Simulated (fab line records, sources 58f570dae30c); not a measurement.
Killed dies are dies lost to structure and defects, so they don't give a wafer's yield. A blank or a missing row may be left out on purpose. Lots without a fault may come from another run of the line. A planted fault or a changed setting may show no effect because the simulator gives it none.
Problem report in the 8D (eight disciplines) form, filled by code | flow berkeley_cmos170 | the parts of the form that need people (team, actions taken, sign-off) are left out

1. THE PROBLEM
run_length_s at UCB170_M3_METAL_ETCH_18 reads a mean of 200.7 s on 6 wafers of 2 lots; wafers without a fault read 223.4 s with a standard deviation of 0.55. That is -41 standard deviations from the usual mean.
The step: etches Al in Cl2/BCl3, stops on SiO2, target depth 1170 nm, time 195 s.
First seen on wafer L813.2, day 12 21:44, on rie_metal-03. The record holds 42 wafers of 14 lots with a number at this step. Rule for "out", or "out of limits": more than 4 standard deviations from the usual mean. The other wafers with a number count as sound.

2. WHAT IT IS AND WHAT IT IS NOT
question                    | is                           | is not
which readings at this step | run_length_s, oes_product_au | drypump_motor_current_A, he_backside_leak_sccm, throttle_valve_pct
which lots                  | L813, L815                   | L798, L799, L800, L802, L804, L805, L806, L807, L809, L810, L812, L819
which wafers of those lots  | all that have a number       | -
read on which tools         | rie_metal-03                 | rie_metal-01, rie_metal-02
when                        | from day 12 21:44            | up to then (33 sound wafers); but 3 sound wafers of L819 came after

3. SUSPECTS, AND WHAT RULES EACH OUT
Counting: a tool at a process step up to the reading stays a suspect if it ran every lot that is out and no sound lot after the first of them.
- plasma_asher-01 at UCB170_NWELL_STRIP_15 (strips in O2): kept. It ran every lot that is out, first L813 (day 5 21:25), and no sound lot after that; its last sound lot up to then is L812 (day 5 16:08).
- rie_metal-03 at UCB170_M3_METAL_ETCH_18 (etches Al in Cl2/BCl3, stops on SiO2, target depth 1170 nm, time 195 s): kept. It ran every lot that is out, first L813 (day 12 21:44), and no sound lot after that; its last sound lot up to then is L806 (day 11 04:50). Its own readings are out on those wafers: oes_product_au, run_length_s.
Left after counting: plasma_asher-01 at UCB170_NWELL_STRIP_15, rie_metal-03 at UCB170_M3_METAL_ETCH_18.

4. THE CAUSE (what the simulator had put in)
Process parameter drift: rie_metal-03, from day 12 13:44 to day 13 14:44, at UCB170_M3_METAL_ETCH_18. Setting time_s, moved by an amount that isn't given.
Counting left 2 suspects, and this tool is among them.

5. THE CHAIN OF EFFECTS, in route order
Each row: a reading whose mean over the struck wafers that have a number lies more than 3 standard deviations from the usual. Only readings for which the record gives a usual standard deviation are gone through. hours: the time from each lot's start at the first step in this table that gives one to its start at this step, as a median over the lots. sigmas: the change in usual standard deviations.
hours | step                    | reading        | usual      | on struck wafers | change | sigmas
0     | UCB170_M3_METAL_ETCH_18 | oes_product_au | 0.854 a.u. | 0.969            | +0.115 | +12
0     | UCB170_M3_METAL_ETCH_18 | run_length_s   | 223.4 s    | 200.7            | -22.7  | -41
0     | UCB170_M3_STRIP_19      | oes_product_au | 0.542 a.u. | 0.609            | +0.067 | +3.5
The process steps in it:
- UCB170_M3_METAL_ETCH_18: etches Al in Cl2/BCl3, stops on SiO2, target depth 1170 nm, time 195 s.
- UCB170_M3_STRIP_19: strips in O2.
Readings that are blank on the struck wafers while sound wafers have them: bias_w at UCB170_M3_METAL_ETCH_18.

6. WHAT WOULD HAVE CAUGHT IT SOONER
In this record the first reading out of limits was taken at day 12 21:44, 8 hours after the fault began at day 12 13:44.
